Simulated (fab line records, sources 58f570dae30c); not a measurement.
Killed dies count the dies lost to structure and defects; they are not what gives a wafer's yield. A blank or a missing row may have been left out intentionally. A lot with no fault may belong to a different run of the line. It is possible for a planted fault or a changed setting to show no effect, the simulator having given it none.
fab line records    flow berkeleyCmos170
record: lots: 14  wafers: 42  lastDay: 13
route steps=331 shown PLDD@153
lots with no fault: from the same line, run without faults
startH: hours from the record's first day to the start of the lot's first wafer shown    waitH: time in hours since the lot's previous step    " same as the row above    L1.1+2: several wafers, shown together as one row    - either no value or no given start    * or withheld: withheld    < > ~ a bound
route shown NAME@n: names a module that has steps shown in the file, with the first one's number in the route    usual: the fault-free wafers' mean and standard deviation    same: alike in all rows    chamber/n: place in a boat    sites: per-site readings    _std_site: the values' standard deviation    _edge_site: mean of outer sites minus mean of inner sites    radiusMm: how far each site lies from the wafer's centre    mask NAME#n: copy n    behind: tool/chamber where the wafer was last shaped    hold: what put the lot on hold/how long, in hours/how the hold closed    device: transistor that didn't switch, given as n, p or np    end of line: the same wafers' tests at the end of the route    a step given without rows: its recipe and nothing more    killed: at the first sort, the dies lost to defects and structure; wafer yield is something else    map: dies across one wafer; x = killed, . = not, _ = none there
set.NAME: setting as actually run; set.NAME@STEP: the setting as run at that earlier step    model.NAME: the simulator's own value behind a step, which no gauge read
a sample of lots followed through the steps of the route, with each step as a table and each wafer as a row
services: when a tool's chamber went out of use (startH, in hours from the record's first day, below 0 if earlier), for how many hours, and the reason
== steps ==
step: UCB170_PLDD_IMPLANT_08
recipe: species: BF2  doseCm2: 5e+13  energyKev: 10  tiltDeg: 7  rotationDeg: 0
usual: beamEnergyKeV: 10.000/0.0031
lot.wafer  tool          chamber  startH  waitH  beamEnergyKeV
L740.2     implanter-04  0        156.43  0.0    10.003
L740.4     "             0        "       "      10.004
L740.6     "             0        "       "      10.003
L744.3     implanter-04  0        173.66  0.1    10.004
L744.4     "             0        "       "      9.999
L744.5     "             0        "       "      10.003
L742.2     implanter-03  0        174.35  0.0    9.999
L742.4     "             0        "       "      9.999
L742.6     "             0        "       "      9.996
L743.1     implanter-04  0        174.99  0.0    10.001
L743.3     "             0        "       "      10.004
L743.6     "             0        "       "      10.002
L745.2     implanter-03  0        183.81  0.0    9.999
L745.3     "             0        "       "      9.998
L745.4     "             0        "       "      10.002
L748.2     implanter-03  0        188.55  0.0    10.003
L748.3     "             0        "       "      9.996
L748.4     "             0        "       "      10.003
L750.2     implanter-04  0        188.82  0.0    13.492
L750.3     "             0        "       "      13.499
L750.4     "             0        "       "      13.494
L747.1     implanter-03  0        189.26  0.0    10.001
L747.2     "             0        "       "      10.001
L747.5     "             0        "       "      10.005
L751.3     implanter-02  0        219.16  0.1    10.003
L751.5     "             0        "       "      10.000
L751.6     "             0        "       "      10.002
L752.1     implanter-04  0        219.39  0.0    13.502
L752.3     "             0        "       "      13.499
L752.4     "             0        "       "      13.498
L754.1     implanter-03  0        232.89  0.0    9.997
L754.2     "             0        "       "      10.002
L754.5     "             0        "       "      10.001
L756.1     implanter-02  0        233.62  0.0    9.996
L756.4     "             0        "       "      9.998
L756.5     "             0        "       "      9.995
L759.1     implanter-03  0        250.72  0.0    10.002
L759.2     "             0        "       "      10.003
L759.5     "             0        "       "      9.999
L761.1     implanter-02  0        274.86  0.0    10.000
L761.2     "             0        "       "      10.004
L761.4     "             0        "       "      9.998
step: UCB170_PLDD_TW_MEAS_11
usual: PLDD_TW: 1006/5.1
lot.wafer  tool          chamber  startH  waitH  PLDD_TW
L740.2     filmMetro-04  -        156.82  0.1    1018
L740.4     "             -        "       "      1011
L740.6     "             -        "       "      1017
L744.3     filmMetro-02  -        174.03  0.1    1002
L744.4     "             -        "       "      1001
L744.5     "             -        "       "      1002
L742.2     filmMetro-03  -        174.73  0.1    1001
L742.4     "             -        "       "      1003
L742.6     "             -        "       "      1006
L743.1     filmMetro-03  -        175.39  0.1    1004
L743.3     "             -        "       "      1010
L743.6     "             -        "       "      1004
L745.2     filmMetro-04  -        184.19  0.1    1017
L745.3     "             -        "       "      1017
L745.4     "             -        "       "      1011
L748.2     filmMetro-02  -        188.93  0.1    992
L748.3     "             -        "       "      999
L748.4     "             -        "       "      996
L750.2     filmMetro-04  -        189.21  0.1    1055
L750.3     "             -        "       "      1058
L750.4     "             -        "       "      1059
L747.1     filmMetro-02  -        189.66  0.1    1000
L747.2     "             -        "       "      1003
L747.5     "             -        "       "      999
L751.3     filmMetro-04  -        219.53  0.1    1007
L751.5     "             -        "       "      1014
L751.6     "             -        "       "      1008
L752.1     filmMetro-03  -        219.79  0.1    1053
L752.3     "             -        "       "      1043
L752.4     "             -        "       "      1048
L754.1     filmMetro-03  -        233.29  0.1    1005
L754.2     "             -        "       "      1000
L754.5     "             -        "       "      996
L756.1     filmMetro-04  -        234.02  0.1    1010
L756.4     "             -        "       "      1007
L756.5     "             -        "       "      1005
L759.1     filmMetro-03  -        251.12  0.1    1001
L759.2     "             -        "       "      1003
L759.5     "             -        "       "      1006
L761.1     filmMetro-03  -        275.26  0.1    1008
L761.2     "             -        "       "      1008
L761.4     "             -        "       "      1009
== services ==
tool          chamber  startH  hours  kind
implanter-04  -        191.84  2.4    pm
implanter-02  -        205.82  4.1    pm
implanter-03  -        218.69  4.4    pm
implanter-03  -        237.12  2.3    repair
implanter-02  -        239.96  2.3    repair
implanter-03  -        259.84  4.6    pm
== key ==
firstSign: step: UCB170_PLDD_IMPLANT_08  reading: beamEnergyKeV  direction: up  sigmas: 99+  usual: 10.000  struck: 13.497
effect: step: UCB170_PLDD_TW_MEAS_11  reading: PLDD_TW  direction: up  sigmas: 9  usual: 1006  struck: 1053
metAt UCB170_PLDD_IMPLANT_08
struckLots L750,L752
testerLeftOut L750,L752
onsetBetween 174.99 188.82
fault: kind: processParameterDrift  tool: implanter-04  chamber: -  onsetH: 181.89  steps: UCB170_PLDD_IMPLANT_08  channel: energyKev  offset: 3.5  shape: step  endH: 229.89  actsIn: theseRecipesOnly  stated: 10
testerLeftOut: of these lots the tester's yield and bins aren't shown, on N5 and GAA mostly nor the transistor test; their killed dies are dies lost to structure and defects alone, not to doping, threshold or leakage, so they don't give the yield
